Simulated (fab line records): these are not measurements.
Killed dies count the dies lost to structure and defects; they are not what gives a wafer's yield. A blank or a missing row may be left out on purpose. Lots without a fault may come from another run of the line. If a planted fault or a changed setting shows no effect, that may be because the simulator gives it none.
Which tool did it? | flow rit cmos | 13 lots, 39 wafers sampled, at 6 steps of a route of 202

WHAT EACH GAUGE READ, for each wafer
RIT_NRETRO_OVL_MEAS_06.
lot  | measured    | on         | NRETRO_OVL (nm)
L375 | day 2 09:50 | overlay-01 | -1.1 0.5 -0.6
L376 | day 2 14:20 | overlay-02 | 0.2 -0.1 0.4
L377 | day 2 16:24 | overlay-01 | -0.8 0.5 0.3
L378 | day 2 20:29 | overlay-02 | -0.6 -1.2 -0.9
L379 | day 3 02:10 | overlay-01 | -1.5 -1.7 -2.5
L380 | day 3 07:16 | overlay-01 | -1.8 -2.2 -1.5
L382 | day 3 15:41 | overlay-02 | -0.7 -0.6 -0.3
L383 | day 3 21:49 | overlay-01 | -0.4 0.6 -1.1
L386 | day 4 11:53 | overlay-01 | -0.3 0.2 -1.6
L387 | day 4 17:08 | overlay-02 | -1.5 -1.2 -0.8
L394 | day 6 05:26 | overlay-01 | -0.7 -1.4 -1.9
L396 | day 6 13:53 | overlay-01 | -0.5 0.1 0.7
L398 | day 6 23:47 | overlay-01 | 0.0 -2.2 -0.1

RIT_NLDD_TW_MEAS_10.
lot  | measured    | on            | NLDD_TW
L375 | day 2 23:46 | film metro-01 | 2417 2414 2419
L376 | day 3 03:10 | film metro-04 | 2481 2482 2473
L377 | day 3 04:41 | film metro-03 | 2458 2457 2451
L378 | day 3 10:10 | film metro-04 | 2482 2478 2487
L379 | day 3 14:50 | film metro-03 | 2446 2438 2446
L380 | day 3 21:02 | film metro-03 | 2452 2457 2447
L382 | day 4 04:24 | film metro-04 | 2483 2476 2480
L383 | day 4 10:30 | film metro-03 | 2466 2471 2457
L386 | day 5 00:40 | film metro-03 | 2451 2461 2448
L387 | day 5 05:58 | film metro-01 | 2417 2426 2414
L394 | day 6 18:02 | film metro-04 | 2491 2492 2496
L396 | day 7 02:09 | film metro-04 | 2497 2484 2488
L398 | day 7 12:28 | film metro-03 | 2454 2451 2444

RIT_CONTACT_THK_MEAS_01.
lot  | measured    | on            | CONTACT_TEOS_THK (nm)
L375 | day 3 08:05 | film metro-02 | 394 404 402
L376 | day 3 12:08 | film metro-03 | 389 395 399
L377 | day 3 13:29 | film metro-03 | 395 398 405
L378 | day 3 19:44 | film metro-03 | 391 397 393
L379 | day 3 23:22 | film metro-03 | 398 404 404
L380 | day 4 05:38 | film metro-02 | 400 404 408
L382 | day 4 13:16 | film metro-02 | 402 397 404
L383 | day 4 19:04 | film metro-04 | 395 407 402
L386 | day 5 09:25 | film metro-03 | 399 407 401
L387 | day 5 14:26 | film metro-03 | 397 394 403
L394 | day 7 03:13 | film metro-03 | 395 401 406
L396 | day 7 10:58 | film metro-03 | 393 397 405
L398 | day 7 20:56 | film metro-04 | 395 400 401

RIT_M1_RS_MEAS_01: measurement is done with a four-point probe.
lot  | measured    | on            | M1_AL_RS (ohm/sq)
L375 | day 3 10:40 | film metro-04 | 0.0737 0.0741 0.0738
L376 | day 3 14:46 | film metro-04 | 0.0738 0.0748 0.0755
L377 | day 3 16:07 | film metro-04 | 0.0735 0.0746 0.0732
L378 | day 3 22:13 | film metro-03 | 0.0756 0.0754 0.0755
L379 | day 4 01:52 | film metro-01 | 0.0736 0.0722 0.0746
L380 | day 4 08:15 | film metro-04 | 0.0742 0.0738 0.0739
L382 | day 4 15:52 | film metro-01 | 0.0748 0.0733 0.0732
L383 | day 4 21:41 | film metro-04 | 0.0741 0.0737 0.0718
L386 | day 5 11:56 | film metro-04 | 0.0747 0.0729 0.0745
L387 | day 5 16:55 | film metro-04 | 0.0729 0.1334 0.0723
L394 | day 7 05:41 | film metro-04 | 0.0733 0.0740 0.0741
L396 | day 7 13:41 | film metro-01 | 0.0750 0.0744 0.0743
L398 | day 7 23:29 | film metro-04 | 0.0725 0.0730 0.0732

RIT_M1_THK_MEAS_02: measures by xrf.
lot  | measured    | on            | M1_AL_THK (nm)
L375 | day 3 10:47 | film metro-04 | 403 402 402
L376 | day 3 14:52 | film metro-04 | 405 398 395
L377 | day 3 16:14 | film metro-04 | 404 398 406
L378 | day 3 22:20 | film metro-03 | 393 391 395
L379 | day 4 01:58 | film metro-01 | 404 410 399
L380 | day 4 08:21 | film metro-04 | 398 402 402
L382 | day 4 15:59 | film metro-01 | 395 404 405
L383 | day 4 21:48 | film metro-04 | 400 400 412
L386 | day 5 12:03 | film metro-04 | 398 408 397
L387 | day 5 17:01 | film metro-04 | 407 226 409
L394 | day 7 05:47 | film metro-04 | 403 399 400
L396 | day 7 13:47 | film metro-01 | 395 402 400
L398 | day 7 23:35 | film metro-04 | 407 406 404

EACH LOT AND THE TOOL THAT RAN IT (in order: tool; ch and the chambers of the sampled wafers; start)
lot  | RIT_M1_SPUTTER_00
L375 | pvd sputter-04, day 3 10:22
L376 | pvd sputter-01, day 3 14:27
L377 | pvd sputter-04, day 3 15:50
L378 | pvd sputter-03, day 3 21:54
L379 | pvd sputter-04, day 4 01:33
L380 | pvd sputter-03, day 4 07:55
L382 | pvd sputter-04, day 4 15:34
L383 | pvd sputter-01, day 4 21:23
L386 | pvd sputter-04, day 5 11:37
L387 | pvd sputter-01, day 5 16:36
L394 | pvd sputter-04, day 7 05:22
L396 | pvd sputter-04, day 7 13:22
L398 | pvd sputter-04, day 7 23:10
- RIT_M1_SPUTTER_00: material Al, target thk 400 nm, time 500 s.

WHAT THE TOOLS THEMSELVES READ (means of the sampled wafers that have a number; where no wafer has one, the mark that the record gives instead)
RIT_M1_SPUTTER_00.
lot  | tool           | throttle valve pct (%)
L375 | pvd sputter-04 | 31.3
L376 | pvd sputter-01 | 29.4
L377 | pvd sputter-04 | 30.7
L378 | pvd sputter-03 | 29.7
L379 | pvd sputter-04 | 30.5
L380 | pvd sputter-03 | 29.8
L382 | pvd sputter-04 | 30.0
L383 | pvd sputter-01 | 28.9
L386 | pvd sputter-04 | 30.0
L387 | pvd sputter-01 | 30.0
L394 | pvd sputter-04 | 31.1
L396 | pvd sputter-04 | 29.8
L398 | pvd sputter-04 | 29.9

THE ANSWER, worked out from the rows above alone
Rule: usual is defined by the lots themselves. Put in order of their means at a reading, lots are off if they are a third of the lots or fewer, leave a main group of 4 or more, and stand apart from it by a gap of 3 or more times the standard deviation of the main group's means; of several such gaps the widest counts. The tables above print the reading to a certain number of digits; a main group whose means all agree to those digits is not used. Also off: a lot with no number at a reading for which 4 or more lots have one. The other lots that the step has rows for count as sound. The gauges are gone through in route order, then the tools' own readings, and for those a lot's mean is taken as printed above. At the first step where some lot is off, the reading lying furthest off is the one used; lots without a number count as furthest.
Off: L387, at RIT_M1_RS_MEAS_01 (M1_AL_RS). Main group: mean 0.0740 ohm/sq, sd 0.00067.
A tool fits if, at a process step before that reading, it ran every lot that is off, and no sound lot after the first of them. Those tools and the gauges at RIT_M1_RS_MEAS_01 are tried in the same way. One candidate fits, namely pvd sputter-01 at RIT_M1_SPUTTER_00. A fault onset in the window from L383 (day 4 21:23, its last sound lot) to L387 (day 5 16:36, its first lot off) fits.

WHAT THE SIMULATOR HAD PUT IN
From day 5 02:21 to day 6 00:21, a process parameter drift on pvd sputter-01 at RIT_M1_SPUTTER_00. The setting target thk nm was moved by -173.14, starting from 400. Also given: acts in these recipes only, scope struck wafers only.
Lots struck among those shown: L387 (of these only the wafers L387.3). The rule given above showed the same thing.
